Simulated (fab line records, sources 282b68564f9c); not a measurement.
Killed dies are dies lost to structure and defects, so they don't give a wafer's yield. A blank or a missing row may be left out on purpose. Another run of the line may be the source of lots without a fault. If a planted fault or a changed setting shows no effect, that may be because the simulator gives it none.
Which tool did it? / flow ritCmos / Sampling: 13 lots, 39 wafers, 4 of 202 route steps

## WHAT EACH GAUGE READ, for each wafer
RIT_NSD_TW_MEAS_10.
lot=L421; measured=day 3 01:58; on=filmMetro-04; NSD_TW=3112 3124 3124
lot=L422; measured=day 3 07:38; on=filmMetro-03; NSD_TW=3129 3134 3108
lot=L423; measured=day 3 12:05; on=filmMetro-03; NSD_TW=3110 3105 3113
lot=L424; measured=day 3 19:32; on=filmMetro-04; NSD_TW=3130 3128 3159
lot=L429; measured=day 4 19:49; on=filmMetro-03; NSD_TW=3126 3120 3115
lot=L430; measured=day 5 01:24; on=filmMetro-03; NSD_TW=3122 3103 3125
lot=L435; measured=day 6 03:28; on=filmMetro-01; NSD_TW=3088 3085 3076
lot=L436; measured=day 6 06:28; on=filmMetro-03; NSD_TW=3085 3103 3105
lot=L438; measured=day 6 18:31; on=filmMetro-04; NSD_TW=3123 3114 3115
lot=L439; measured=day 6 20:52; on=filmMetro-03; NSD_TW=3099 3106 3110
lot=L440; measured=day 6 23:39; on=filmMetro-03; NSD_TW=3119 3110 3084
lot=L441; measured=day 7 09:22; on=filmMetro-03; NSD_TW=3112 3122 3120
lot=L443; measured=day 7 16:29; on=filmMetro-03; NSD_TW=3113 3115 3112

RIT_PSD_OVL_MEAS_06.
lot=L421; measured=day 3 03:00; on=overlay-02; PSD_OVL (nm)=-2.8 0.3 -1.2
lot=L422; measured=day 3 08:33; on=overlay-01; PSD_OVL (nm)=-2.0 -2.1 0.2
lot=L423; measured=day 3 13:00; on=overlay-01; PSD_OVL (nm)=0.1 3.6 -0.3
lot=L424; measured=day 3 20:28; on=overlay-01; PSD_OVL (nm)=0.4 0.0 1.3
lot=L429; measured=day 4 20:55; on=overlay-01; PSD_OVL (nm)=-0.6 0.7 -1.4
lot=L430; measured=day 5 02:19; on=overlay-01; PSD_OVL (nm)=1.4 2.1 0.8
lot=L435; measured=day 6 04:23; on=overlay-02; PSD_OVL (nm)=1.3 -2.0 2.7
lot=L436; measured=day 6 07:25; on=overlay-02; PSD_OVL (nm)=-0.3 0.9 -2.4
lot=L438; measured=day 6 19:25; on=overlay-02; PSD_OVL (nm)=-1.0 0.3 1.1
lot=L439; measured=day 6 21:46; on=overlay-01; PSD_OVL (nm)=1.9 3.9 0.8
lot=L440; measured=day 7 00:46; on=overlay-01; PSD_OVL (nm)=-0.2 0.1 -1.2
lot=L441; measured=day 7 10:18; on=overlay-01; PSD_OVL (nm)=-2.8 0.7 -0.2
lot=L443; measured=day 7 17:43; on=overlay-02; PSD_OVL (nm)=-0.9 -0.8 0.6

RIT_SDANNEAL_RS_MEAS_06: measurement is done with a four-point probe.
lot=L421; measured=day 3 04:16; on=filmMetro-03; PLDD_RS (ohm/sq)=179.5 179.6 179.6
lot=L422; measured=day 3 09:49; on=filmMetro-04; PLDD_RS (ohm/sq)=178.4 178.3 178.5
lot=L423; measured=day 3 14:16; on=filmMetro-04; PLDD_RS (ohm/sq)=178.5 178.5 179.3
lot=L424; measured=day 3 21:46; on=filmMetro-01; PLDD_RS (ohm/sq)=179.2 179.6 179.2
lot=L429; measured=day 4 22:33; on=filmMetro-04; PLDD_RS (ohm/sq)=178.9 178.8 178.7
lot=L430; measured=day 5 03:43; on=filmMetro-01; PLDD_RS (ohm/sq)=179.2 179.5 179.3
lot=L435; measured=day 6 05:38; on=filmMetro-01; PLDD_RS (ohm/sq)=179.7 179.9 179.7
lot=L436; measured=day 6 08:39; on=filmMetro-04; PLDD_RS (ohm/sq)=179.2 179.1 179.2
lot=L438; measured=day 6 20:40; on=filmMetro-04; PLDD_RS (ohm/sq)=178.6 178.7 178.8
lot=L439; measured=day 6 23:02; on=filmMetro-01; PLDD_RS (ohm/sq)=179.6 179.6 180.0
lot=L440; measured=day 7 02:05; on=filmMetro-04; PLDD_RS (ohm/sq)=179.9 179.1 179.0
lot=L441; measured=day 7 11:34; on=filmMetro-03; PLDD_RS (ohm/sq)=179.7 179.0 179.8
lot=L443; measured=day 7 18:58; on=filmMetro-03; PLDD_RS (ohm/sq)=179.0 179.4 179.6

## WHICH TOOL RAN EACH LOT (tool, then ch and the chambers of the sampled wafers, then the start)
lot=L421; RIT_GATE_CLEAN_01=wetBench-02 ch 0, day 2 07:36
lot=L422; RIT_GATE_CLEAN_01=wetBench-01 ch 0, day 2 14:31
lot=L423; RIT_GATE_CLEAN_01=wetBench-02 ch 2, day 2 20:16
lot=L424; RIT_GATE_CLEAN_01=wetBench-01 ch 3, day 3 01:29
lot=L429; RIT_GATE_CLEAN_01=wetBench-01 ch 3, day 4 01:49
lot=L430; RIT_GATE_CLEAN_01=wetBench-02 ch 3, day 4 07:07
lot=L435; RIT_GATE_CLEAN_01=wetBench-02 ch 3, day 5 06:17
lot=L436; RIT_GATE_CLEAN_01=wetBench-02 ch 1, day 5 12:39
lot=L438; RIT_GATE_CLEAN_01=wetBench-04 ch 0, day 5 23:33
lot=L439; RIT_GATE_CLEAN_01=wetBench-04 ch 0, day 6 04:38
lot=L440; RIT_GATE_CLEAN_01=wetBench-04 ch 2, day 6 07:19
lot=L441; RIT_GATE_CLEAN_01=wetBench-02 ch 1, day 6 15:03
lot=L443; RIT_GATE_CLEAN_01=wetBench-02 ch 0, day 6 23:34
- RIT_GATE_CLEAN_01: cleans in SC1, time 600 s.

## WHAT THE TOOLS THEMSELVES READ (means of the sampled wafers that have a number; where no wafer has one, the mark that the record gives instead)
The record holds no such reading with a usual standard deviation.

## THE ANSWER, worked out from the rows above alone
Rule: what is usual is taken from the lots themselves. Put in order of their means at a reading, lots are off if they are a third of the lots or fewer, leave a main group of 4 or more, and stand apart from it by a gap of 3 or more times the standard deviation of the main group's means; of several such gaps the widest counts. A main group is skipped when, at the precision printed for the reading in the tables above, its means are all equal. A lot without any number at a reading at which 4 lots or more have one is off too. All remaining lots with rows at the step are treated as sound. After the gauges, taken in route order, come the tools' own readings; for these a lot's mean is taken, as printed above. At the first step where some lot is off, the reading lying furthest off is the one used; lots without a number count as furthest.
Nothing can be told from this: no lot is off at any reading shown.

## WHAT THE SIMULATOR PUT IN
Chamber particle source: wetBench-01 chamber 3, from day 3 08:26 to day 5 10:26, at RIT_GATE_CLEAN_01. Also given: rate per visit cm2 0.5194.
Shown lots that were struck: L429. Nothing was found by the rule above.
